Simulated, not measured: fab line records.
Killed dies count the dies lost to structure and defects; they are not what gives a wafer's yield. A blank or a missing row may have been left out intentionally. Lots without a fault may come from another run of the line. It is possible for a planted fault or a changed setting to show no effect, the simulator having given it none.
One fault through the eyes of 2 desks | flow berkeley-cmos170 | each desk holds nothing but its own numbers, with what lay behind them at the end

METROLOGY DESK
Lot by lot, what the gauges showed, no matter which tool ran the lot: averages of those sampled wafers that carry a number. A lot is out of limits, marked OUT, if its mean lies more than 4 standard deviations from the usual mean; the brackets give that distance.
Columns: A = PWELL_NITRIDE_THK at UCB170_PWELL_THK_MEAS_06, usual 218.7 nm; B = ACTIVE_OXIDE_THK at UCB170_ACTIVE_THK_MEAS_03, usual 26.3 nm; C = cd-nm at UCB170_ACTIVE_CD_MEAS_13, usual 1199.8 nm
lot  | first seen here | A     | B    | C
L283 | day 2 19:31     | 217.5 | 26.6 | 1202.0
L284 | day 3 02:44     | 217.1 | 26.0 | 1197.4
L285 | day 3 07:55     | 222.1 | 27.3 | 1197.8
L287 | day 3 19:00     | 220.7 | 26.6 | 1199.6
L289 | day 4 09:44     | 220.6 | 26.6 | 1184.9 (-8.3) OUT
L290 | day 4 17:25     | 217.8 | 26.3 | 1186.2 (-7.6) OUT
L292 | day 4 17:26     | 217.3 | 26.3 | 1200.1
L298 | day 6 08:14     | 214.9 | 26.0 | 1198.4
L300 | day 6 13:10     | 217.8 | 26.4 | 1200.5
L302 | day 6 21:47     | 214.2 | 25.5 | 1201.8
L304 | day 7 09:35     | 216.7 | 26.0 | 1199.5
L305 | day 7 17:05     | 221.7 | 26.1 | 1201.1
L306 | day 7 17:06     | 223.8 | 25.7 | 1199.5
This desk finds L289, L290 out of limits, L289 being first, at day 5 12:15 (cd-nm at UCB170_ACTIVE_CD_MEAS_13). L283, L284, L285, L287, L292, L298, L300, L302, L304, L305, L306 stayed within limits.

DESK OF THE TOOL OWNER: litho-track-04
The tool's own readings at UCB170_ACTIVE_SOFTBAKE_09 (time 60 s): means of the sampled wafers that have a number, for each lot that ran on this tool. A lot is out of limits, marked OUT, if its mean lies more than 4 standard deviations from the usual mean; the brackets give that distance.
Columns: A = heater-power-total-W at UCB170_ACTIVE_SOFTBAKE_09, usual 56.80 W; B = plate-temp-C at UCB170_ACTIVE_SOFTBAKE_09, usual 130.03 C
lot  | first seen here | A               | B
L285 | day 4 12:07     | 56.79           | 130.14
L287 | day 4 20:41     | 56.81           | 130.08
L289 | day 5 11:22     | 59.16 (+57) OUT | 134.16 (+28) OUT
L290 | day 6 01:58     | 59.18 (+58) OUT | 134.11 (+27) OUT
This desk finds L289, L290 out of limits, L289 being first, at day 5 11:22 (heater-power-total-W at UCB170_ACTIVE_SOFTBAKE_09). L285, L287 stayed within limits.

PUT TOGETHER
An alarm could have come from the tool owner's desk at day 5 11:22, on L289, L290.
The metrology desk could have raised an alarm at day 5 12:15, on L289, L290.
Every lot named ran UCB170_ACTIVE_SOFTBAKE_09 on litho-track-04.

WHAT THE SIMULATOR HAD PUT IN
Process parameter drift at UCB170_ACTIVE_SOFTBAKE_09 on litho-track-04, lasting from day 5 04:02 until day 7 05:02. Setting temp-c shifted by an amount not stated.
Shown lots that were struck: L289, L290.
Time in hours from fault onset to the first out-of-limits reading at each desk: tool owner's desk 7, metrology desk 8.
